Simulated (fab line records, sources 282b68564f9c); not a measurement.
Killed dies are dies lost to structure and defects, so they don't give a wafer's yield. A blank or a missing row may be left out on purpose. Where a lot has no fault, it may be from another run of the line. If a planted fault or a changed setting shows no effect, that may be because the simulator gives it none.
fab line records + flow rit_cmos
record:
- lots: 6
- wafers: 18
- last_day: 7
route steps=202 shown PLDD@116 SPACER@125 M1@202
lots that met no fault: from a run of the same line without faults
start_h: hours from the record's opening day to when the first of the lot's shown wafers began + wait_h: hours from the lot's prior step to this one + " identical to the entry in the row above + L1.1+2: one row covering several wafers at once + - no value, or no start given + * or withheld: withheld + < > ~ a bound
route shown NAME@n: names a module that has steps shown in the file, with the first one's number in the route + usual: mean/standard deviation of fault-free wafers + same: alike in all rows + chamber/n: place in a boat + sites: the reading at each site + _std_site: how widely they spread, as a standard deviation + _edge_site: the outer-site mean with the inner-site mean subtracted + radius_mm: for every site, how far away it sits from the centre of the wafer + mask NAME#n: copy n + behind: the last tool/chamber to shape the wafer + hold: cause of the lot's hold/its duration in hours/its outcome + device: whichever transistor did not switch (one of n, p or np) + end of line: the tests these same wafers got at the end of their route + where a step has no rows: the recipe by itself + killed: dies lost to structure and defects at the first sort, not the wafer's yield + map: the dies of a wafer, with x for killed, . for not killed, _ for no die there
set.NAME: the setting the step ran with; set.NAME@STEP: the setting that earlier step ran with + model.NAME: the simulator's own value behind a step, which no gauge read
lots at some steps of the route; a table a step, a row a wafer
services: when a tool's chamber went out of use (start_h, in hours from the record's first day, below 0 if earlier), for how many hours, and the reason
== steps ==
step: RIT_PLDD_SOFTBAKE_02
recipe:
- resist: NOVOLAK
- temp_c: 90
- time_s: 60
step: RIT_PLDD_EXPOSE_03
recipe:
- mask_id: M8
- na: 0.57
- target_cd_nm: 40900
- dose_mj: 250
step: RIT_PLDD_PEB_04
recipe:
- resist: NOVOLAK
- temp_c: withheld
- time_s: withheld
step: RIT_PLDD_DEVELOP_05
recipe:
- resist: NOVOLAK
- develop_time_s: 50
- dev_temp_c: 23
step: RIT_PLDD_OVL_MEAS_06
usual:
- PLDD_OVL: -0.8/1.8
| lot.wafer | tool       | chamber | start_h | wait_h | PLDD_OVL[nm] |
|-----------|------------|---------|---------|--------|--------------|
| L111.1    | overlay-02 | -       | 52.39   | -      | -1.4         |
| L111.5    | "          | -       | "       | "      | -2.1         |
| L111.6    | "          | -       | "       | "      | -2.4         |
| L117.3    | overlay-01 | -       | 93.62   | -      | -3.3         |
| L117.4    | "          | -       | "       | "      | -3.8         |
| L117.5    | "          | -       | "       | "      | -4.2         |
| L119.2    | overlay-01 | -       | 97.48   | -      | 1.7          |
| L119.3    | "          | -       | "       | "      | -0.8         |
| L119.5    | "          | -       | "       | "      | -0.1         |
| L123.2    | overlay-01 | -       | 115.89  | -      | 0.5          |
| L123.4    | "          | -       | "       | "      | -1.5         |
| L123.6    | "          | -       | "       | "      | 0.4          |
| L127.1    | overlay-02 | -       | 134.22  | -      | -2.1         |
| L127.3    | "          | -       | "       | "      | -1.1         |
| L127.5    | "          | -       | "       | "      | -2.2         |
| L132.2    | overlay-02 | -       | 162.42  | -      | 0.3          |
| L132.3    | "          | -       | "       | "      | -0.8         |
| L132.4    | "          | -       | "       | "      | 0.1          |
step: RIT_PLDD_HARDBAKE_07
recipe:
- resist: NOVOLAK
- temp_c: 140
- time_s: 60
step: RIT_PLDD_IMPLANT_08
recipe:
- species: BF2
- energy_kev: 20
- dose_cm2: 9e+14
- tilt_deg: 7
step: RIT_PLDD_STRIP_09
recipe:
- chemistry: O2
- time_s: 180
- resist: NOVOLAK
- platen_temp_c: withheld
- power_w: 500
- pressure_mtorr: 4000
- o2_flow_sccm: 3944
usual:
- drypump_motor_current_A: 5.8/0.38
- o2_flow_sccm: 3944/12
| lot.wafer | tool            | chamber | start_h | wait_h | drypump_motor_current_A | o2_flow_sccm | rf_hours_counter_h |
|-----------|-----------------|---------|---------|--------|-------------------------|--------------|--------------------|
| L111.1    | plasma_asher-02 | 1       | 52.73   | 0.1    | 5.4                     | 3949         | 27                 |
| L111.5    | "               | 0       | "       | "      | 5.4                     | 3944         | -                  |
| L111.6    | "               | 1       | "       | "      | 5.4                     | 3941         | -                  |
| L117.3    | plasma_asher-01 | 0       | 94.00   | 0.1    | 6.2                     | 3949         | -                  |
| L117.4    | "               | 1       | "       | "      | 6.2                     | 3956         | -                  |
| L117.5    | "               | 0       | "       | "      | 6.2                     | 3950         | -                  |
| L119.2    | plasma_asher-01 | 1       | 97.81   | 0.1    | 6.2                     | 3955         | 44                 |
| L119.3    | "               | 1       | "       | "      | 6.3                     | 3946         | -                  |
| L119.5    | "               | 1       | "       | "      | 6.2                     | 3950         | -                  |
| L123.2    | plasma_asher-03 | 1       | 116.22  | 0.1    | 5.4                     | 3939         | 48                 |
| L123.4    | "               | 0       | "       | "      | 6.1                     | 3965         | -                  |
| L123.6    | "               | 0       | "       | "      | 6.1                     | 3951         | -                  |
| L127.1    | plasma_asher-03 | 0       | 134.55  | 0.1    | 6.1                     | 3955         | 50                 |
| L127.3    | "               | 1       | "       | "      | 5.4                     | 3966         | -                  |
| L127.5    | "               | 1       | "       | "      | 5.4                     | 3968         | -                  |
| L132.2    | plasma_asher-03 | 0       | 162.75  | 0.1    | 6.0                     | 3936         | 53                 |
| L132.3    | "               | 0       | "       | "      | 6.1                     | 3934         | -                  |
| L132.4    | "               | 1       | "       | "      | 5.4                     | 3947         | -                  |
step: RIT_PLDD_TW_MEAS_10
usual:
- PLDD_TW: 2369/31
| lot.wafer | tool          | chamber | start_h | wait_h | PLDD_TW |
|-----------|---------------|---------|---------|--------|---------|
| L111.1    | film_metro-01 | -       | 52.90   | 0.1    | 2333    |
| L111.5    | "             | -       | "       | "      | 2333    |
| L111.6    | "             | -       | "       | "      | 2331    |
| L117.3    | film_metro-02 | -       | 94.14   | 0.1    | 2340    |
| L117.4    | "             | -       | "       | "      | 2353    |
| L117.5    | "             | -       | "       | "      | 2337    |
| L119.2    | film_metro-01 | -       | 97.99   | 0.1    | 2354    |
| L119.3    | "             | -       | "       | "      | 2355    |
| L119.5    | "             | -       | "       | "      | 2359    |
| L123.2    | film_metro-02 | -       | 116.41  | 0.1    | 2340    |
| L123.4    | "             | -       | "       | "      | 2346    |
| L123.6    | "             | -       | "       | "      | 2348    |
| L127.1    | film_metro-02 | -       | 134.73  | 0.1    | 2348    |
| L127.3    | "             | -       | "       | "      | 2352    |
| L127.5    | "             | -       | "       | "      | 2353    |
| L132.2    | film_metro-03 | -       | 162.93  | 0.1    | 2386    |
| L132.3    | "             | -       | "       | "      | 2375    |
| L132.4    | "             | -       | "       | "      | 2384    |
step: RIT_SPACER_CLEAN_00
recipe:
- chemistry: SC1
- mix: 3:3:50
- time_s: 600
- temp_c: 75
step: RIT_SPACER_CLEAN_01
recipe:
- chemistry: dHF
- dilution: 50:1
- time_s: 30
step: RIT_SPACER_CLEAN_02
recipe:
- chemistry: SC2
- mix: 3:3:50
- time_s: 600
- temp_c: 75
- dry: n2_spin
step: RIT_SPACER_CVD_03
recipe:
- material: Si3N4
- target_thk_nm: 250
- temp_c: 810
- precursor: SiH2Cl2/NH3
- time_s: 3300
- pressure_mtorr: 300
- sih2cl2_flow_sccm: 60
- nh3_flow_sccm: 150
| lot.wafer | tool     | chamber | start_h | wait_h | model.Si3N4_of_SPACER_CVD_03.thk_nm |
|-----------|----------|---------|---------|--------|-------------------------------------|
| L111.1    | lpcvd-01 | 1       | 53.35   | 0.0    | 251.4                               |
| L111.5    | "        | 1       | "       | "      | 249.7                               |
| L111.6    | "        | 1       | "       | "      | 251.3                               |
| L117.3    | lpcvd-02 | 0       | 94.54   | 0.0    | 434.2                               |
| L117.4    | "        | 0       | "       | "      | 433.2                               |
| L117.5    | "        | 0       | "       | "      | 434                                 |
| L119.2    | lpcvd-02 | 0       | 99.38   | 1.0    | 433.5                               |
| L119.3    | "        | 0       | "       | "      | 432.6                               |
| L119.5    | "        | 0       | "       | "      | 433.9                               |
| L123.2+6  | lpcvd-01 | 1       | 116.82  | 0.0    | 252                                 |
| L123.4    | "        | 1       | "       | "      | 249.1                               |
| L127.1    | lpcvd-01 | 0       | 135.19  | 0.0    | 246.8                               |
| L127.3    | "        | 0       | "       | "      | 247.9                               |
| L127.5    | "        | 0       | "       | "      | 246.7                               |
| L132.2    | lpcvd-02 | 0       | 163.35  | 0.0    | 253.3                               |
| L132.3    | "        | 0       | "       | "      | 251.9                               |
| L132.4    | "        | 0       | "       | "      | 252.2                               |
step: RIT_SPACER_THK_MEAS_04
recipe:
- reads: Si3N4_of_SPACER_CVD_03
usual:
- SPACER_NITRIDE_THK: 250.7/2.4
| lot.wafer | tool          | chamber | start_h | wait_h | hold                     | SPACER_NITRIDE_THK[nm] |
|-----------|---------------|---------|---------|--------|--------------------------|------------------------|
| L111.1    | film_metro-04 | -       | 55.26   | 0.0    | -                        | 251.5                  |
| L111.5    | "             | -       | "       | "      | -                        | 249.6                  |
| L111.6    | "             | -       | "       | "      | -                        | 251.4                  |
| L117.3    | film_metro-02 | -       | 96.48   | 0.0    | await_dispo/0.2h/release | 434.2                  |
| L117.4    | "             | -       | "       | "      | await_dispo/0.2h/release | 433.2                  |
| L117.5    | "             | -       | "       | "      | await_dispo/0.2h/release | 434.2                  |
| L117.3    | film_metro-02 | -       | 96.71   | 0.2    | -                        | 434.2                  |
| L117.4    | "             | -       | "       | "      | -                        | 433.4                  |
| L117.5    | "             | -       | "       | "      | -                        | 433.9                  |
| L119.2    | film_metro-03 | -       | 102.27  | 0.0    | await_dispo/0.2h/release | 433.4                  |
| L119.3    | "             | -       | "       | "      | await_dispo/0.2h/release | 433.1                  |
| L119.5    | "             | -       | "       | "      | await_dispo/0.2h/release | 433.7                  |
| L119.2    | film_metro-03 | -       | 102.49  | 0.2    | -                        | 434.0                  |
| L119.3    | "             | -       | "       | "      | -                        | 432.5                  |
| L119.5    | "             | -       | "       | "      | -                        | 433.9                  |
| L123.2    | film_metro-02 | -       | 118.75  | 0.0    | -                        | 252.0                  |
| L123.4    | "             | -       | "       | "      | -                        | 249.2                  |
| L123.6    | "             | -       | "       | "      | -                        | 252.0                  |
| L127.1    | film_metro-03 | -       | 137.10  | 0.0    | -                        | 246.8                  |
| L127.3    | "             | -       | "       | "      | -                        | 247.8                  |
| L127.5    | "             | -       | "       | "      | -                        | 246.6                  |
| L132.2    | film_metro-04 | -       | 165.28  | 0.0    | -                        | 253.4                  |
| L132.3    | "             | -       | "       | "      | -                        | 251.8                  |
| L132.4    | "             | -       | "       | "      | -                        | 252.3                  |
step: RIT_M1_PROBE_99
usual:
- defect_limited_yield: 97.4/1.1
- killed_at_contacts: 0.0/0.22
- killed_at_front_end: 6.9/2.9
- killed_dies: 7.0/2.9
- killed_open: 3.5/2
- killed_short: 3.5/2
- sort_bin_3_pad_short: 0.1/0.22
- sort_bin_5_function: 1.4/0.73
- sort_bin_6_memory: 1.1/0.66
- sort_n_pass: 257.0/2.9
- sort_yield_pct: 97.4/1.1
same:
- gross_dies: 264
- killed_at_M0_to_M3: 0
- killed_at_M4_up: 0
- killed_at_back_side: 0
- killed_at_other: 0
| lot.wafer | tool      | chamber | start_h | wait_h | defect_limited_yield[%] | killed_at_contacts | killed_at_front_end | killed_dies | killed_open | killed_short | sort_bin_3_pad_short[%] | sort_bin_5_function[%] | sort_bin_6_memory[%] | sort_n_pass | sort_yield_pct[%] |
|-----------|-----------|---------|---------|--------|-------------------------|--------------------|---------------------|-------------|-------------|--------------|-------------------------|------------------------|----------------------|-------------|-------------------|
| L111.1    | prober-02 | -       | 66.60   | 0.1    | 97.7                    | 0                  | 6                   | 6           | 3           | 3            | 0.4                     | 0.8                    | 1.1                  | 258.0       | 97.7              |
| L111.5    | prober-02 | -       | 66.80   | 0.2    | 98.1                    | 0                  | 5                   | 5           | 4           | 1            | 0                       | 1.1                    | 0.8                  | 259.0       | 98.1              |
| L111.6    | prober-02 | -       | 66.85   | 0.2    | 95.5                    | 0                  | 12                  | 12          | 5           | 7            | 0.4                     | 3.4                    | 0.8                  | 252.0       | 95.5              |
| L123.2    | prober-02 | -       | 130.00  | 0.1    | 98.5                    | 0                  | 4                   | 4           | 3           | 1            | 0                       | 0.8                    | 0.8                  | 260.0       | 98.5              |
| L123.4    | prober-02 | -       | 130.10  | 0.2    | 98.5                    | 0                  | 4                   | 4           | 1           | 3            | 0.4                     | 0.8                    | 0.4                  | 260.0       | 98.5              |
| L123.6    | prober-02 | -       | 130.20  | 0.2    | 97.7                    | 0                  | 6                   | 6           | 2           | 4            | 0                       | 1.1                    | 1.1                  | 258.0       | 97.7              |
| L127.1    | prober-02 | -       | 148.67  | 0.1    | 98.5                    | 0                  | 4                   | 4           | 3           | 1            | 0                       | 0.4                    | 1.1                  | 260.0       | 98.5              |
| L127.3    | prober-02 | -       | 148.77  | 0.2    | 98.1                    | 0                  | 5                   | 5           | 4           | 1            | 0.4                     | 1.1                    | 0.4                  | 259.0       | 98.1              |
| L127.5    | prober-02 | -       | 148.87  | 0.2    | 97.3                    | 1                  | 6                   | 7           | 4           | 3            | 0                       | 1.5                    | 1.1                  | 257.0       | 97.3              |
| L132.2    | prober-01 | -       | 176.39  | 0.1    | 95.1                    | 0                  | 13                  | 13          | 8           | 5            | 0                       | 1.9                    | 3.0                  | 251.0       | 95.1              |
| L132.3    | prober-01 | -       | 176.44  | 0.2    | 96.2                    | 0                  | 10                  | 10          | 3           | 7            | 0                       | 1.9                    | 1.9                  | 254.0       | 96.2              |
| L132.4    | prober-01 | -       | 176.49  | 0.2    | 95.5                    | 0                  | 12                  | 12          | 5           | 7            | 0                       | 3.0                    | 1.5                  | 252.0       | 95.5              |
killed by level:class
L111.1 GATE:geometric_particle:short=2 GATE:geometric_particle:open=2 SPACER:geometric_particle:open=1 SILICIDE:geometric_particle:short=1
L111.5 GATE:geometric_particle:open=4 GATE:geometric_particle:short=1
L111.6 GATE:geometric_particle:short=5 GATE:geometric_particle:open=3 FOX1:geometric_particle:short=1 FOX2:geometric_particle:open=1 SPACER:geometric_particle:short=1 SILICIDE:geometric_particle:open=1
L123.2 SPACER:geometric_particle:open=3 FOX1:geometric_particle:short=1
L123.4 FOX1:geometric_particle:short=2 GATE:geometric_particle:short=1 SPACER:geometric_particle:open=1
L123.6 GATE:geometric_particle:short=2 REOX:geometric_particle:open=2 REOX:geometric_particle:short=1 SILICIDE:geometric_particle:short=1
L127.1 FOX1:geometric_particle:open=1 FOX2:geometric_particle:open=1 SILICIDE:geometric_particle:short=1 SILICIDE:geometric_particle:open=1
L127.3 REOX:geometric_particle:open=2 FOX1:geometric_particle:short=1 GATE:geometric_particle:open=1 SILICIDE:geometric_particle:open=1
L127.5 REOX:geometric_particle:short=2 FOX1:geometric_particle:open=1 GATE:geometric_particle:open=1 REOX:geometric_particle:open=1 SILICIDE:geometric_particle:open=1 CONTACT:geometric_particle:short=1
L132.2 GATE:geometric_particle:short=4 GATE:geometric_particle:open=3 SPACER:geometric_particle:open=2 FOX1:geometric_particle:short=1 FOX1:geometric_particle:open=1 REOX:geometric_particle:open=1 SILICIDE:geometric_particle:open=1
L132.3 SILICIDE:geometric_particle:short=3 GATE:geometric_particle:short=2 GATE:geometric_particle:open=2 ACTIVE:geometric_particle:short=1 FOX1:geometric_particle:short=1 REOX:geometric_particle:open=1
L132.4 FOX1:geometric_particle:open=2 FOX2:geometric_particle:short=2 GATE:geometric_particle:short=2 SILICIDE:geometric_particle:short=2 GATE:geometric_particle:open=1 SPACER:geometric_particle:short=1 SPACER:geometric_particle:open=1 SILICIDE:geometric_particle:open=1
== services ==
| tool            | chamber | start_h | hours | kind       |
|-----------------|---------|---------|-------|------------|
| plasma_asher-02 | -       | 67.41   | 14.6  | pm         |
| plasma_asher-01 | -       | 89.01   | 4.5   | repair     |
| plasma_asher-01 | -       | 108.92  | 9.0   | pm         |
| plasma_asher-01 | 0       | 108.92  | 9.0   | vent_cycle |
| plasma_asher-01 | 1       | 108.92  | 9.0   | vent_cycle |
| plasma_asher-01 | 0       | 117.92  | -     | clean      |
| plasma_asher-01 | 1       | 117.92  | -     | clean      |
| plasma_asher-01 | -       | 121.35  | 15.5  | repair     |
| plasma_asher-03 | -       | 162.96  | 2.8   | pm         |
== key ==
first_sign:
- step: RIT_SPACER_THK_MEAS_04
- reading: visit
- direction: added
effect:
- step: RIT_SPACER_THK_MEAS_04
- reading: SPACER_NITRIDE_THK
- direction: up
- sigmas: 76
- usual: 250.7
- struck: 433.6
model_effect:
- step: RIT_SPACER_CVD_03
- value: Si3N4_of_SPACER_CVD_03.thk_nm
- without: 251.5
- struck: 433.6
met_at RIT_SPACER_CVD_03
struck_wafers L117.3,L117.4,L117.5,L119.2,L119.3,L119.5
scrapped_behind RIT_SPACER_THK_MEAS_04 L117.3,L117.4,L117.5,L119.2,L119.3,L119.5
also_fits RIT_PLDD_STRIP_09:plasma_asher-01
fault:
- kind: process_parameter_drift
- tool: lpcvd-02
- chamber: -
- onset_h: 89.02
- steps: RIT_SPACER_CVD_03
- channel: target_thk_nm
- offset: 182.08
- shape: step
- end_h: 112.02
- acts_in: these_recipes_only
- stated: 250
